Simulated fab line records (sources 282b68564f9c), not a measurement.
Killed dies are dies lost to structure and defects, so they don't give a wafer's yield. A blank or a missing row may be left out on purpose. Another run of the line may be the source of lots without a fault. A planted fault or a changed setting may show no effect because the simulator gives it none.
Problem report in the 8D (eight disciplines) form, filled by code ; flow ritCmos ; the parts of the form that need people (team, actions taken, sign-off) are left out

## 1. THE PROBLEM
GATE_POLY_THK at RIT_GATE_THK_MEAS_09 reads a mean of 266.4 nm on 3 wafers of 1 lot; wafers without a fault read 244.1 nm with a standard deviation of 2.4. That puts it +9.3 standard deviations away from the usual mean.
Seen first at day 3 15:03 on filmMetro-01, wafer L663.1. At this step, 39 wafers from 13 lots have a number in the record. Rule for "out" (also "out of limits"): further than 4 standard deviations from the usual mean. The rest of the wafers with a number are treated as sound.

## 2. WHAT IT IS, AND WHAT IT ISN'T
question;is;is not
which readings at this step;GATE_POLY_THK;-
which lots;L663;L658, L659, L660, L662, L671, L674, L676, L677, L678, L679, L680, L681
which wafers of those lots;all that have a number;-
read on which gauges;filmMetro-01;filmMetro-02, filmMetro-03
when;from day 3 15:03;"up to then (12 sound wafers); but 24 sound wafers of L671, L674, L676, L677, L678, L679, L680, L681 came after"

## 3. SUSPECTS, AND WHAT RULES EACH OUT
Counting: any tool at a process step up to the reading is kept as a suspect provided that every lot that is out went through it and no sound lot did after the first of them.
- the gauge at RIT_GATE_THK_MEAS_09: ruled out. All the wafers that are out were read on filmMetro-01, but those of them that RIT_GATE_CVD_08 has rows for are out there too, on other tools.
- lpcvd-01 at RIT_GATE_CVD_08 (deposits poly-Si from SiH4, target thk 250 nm, time 2220 s): ruled out as a lasting fault. The sound lots L676, L679, L681 went through it after L663, its earliest lot that is out (day 3 13:26).
Left after counting: nothing in the record.

## 4. THE CAUSE (what the simulator had put in)
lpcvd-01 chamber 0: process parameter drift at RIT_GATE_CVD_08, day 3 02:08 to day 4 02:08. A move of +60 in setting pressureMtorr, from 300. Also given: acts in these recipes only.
It was ruled out by counting, in error; the rule expects a fault to strike all lots run on its tool from its start on, and this fault did not.

## 5. SEQUENCE OF EFFECTS, ordered by route
Rows list readings where the struck wafers' mean (over those with a number) sits beyond 3 standard deviations from the usual. Only readings for which the record gives a usual standard deviation are gone through. hours: the time from each lot's start at the first step in this table that gives one to its start at this step, as a median over the lots. sigmas: the change in usual standard deviations.
hours;step;reading;usual;on struck wafers;change;sigmas
0;RIT_GATE_CVD_08;pressureMtorr;300.0 mTorr;360.2;+60.2;+94
2;RIT_GATE_THK_MEAS_09;GATE_POLY_THK;244.1 nm;266.4;+22.3;+9.3
5;RIT_GATE_ETCH_19;oesProductAu;0.857 a.u.;0.919;+0.062;+4.4
Its process steps:
- RIT_GATE_CVD_08: deposits poly-Si from SiH4, target thk 250 nm, time 2220 s.
- RIT_GATE_ETCH_19: etches poly-Si in SF6/CHF3/O2, stops on SiO2, time 158.5 s, target depth 312.5 nm.

## 6. HOW IT WOULD HAVE BEEN CAUGHT EARLIER
The first out-of-limits reading at a measuring or inspecting step in this record came at day 3 15:03, 13 hours after the fault's start at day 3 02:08.
At RIT_GATE_CVD_08, the tool's own readings (pressureMtorr) were out on each struck wafer the step has a row for, so an alarm limit on them would have fired on the first such wafer.
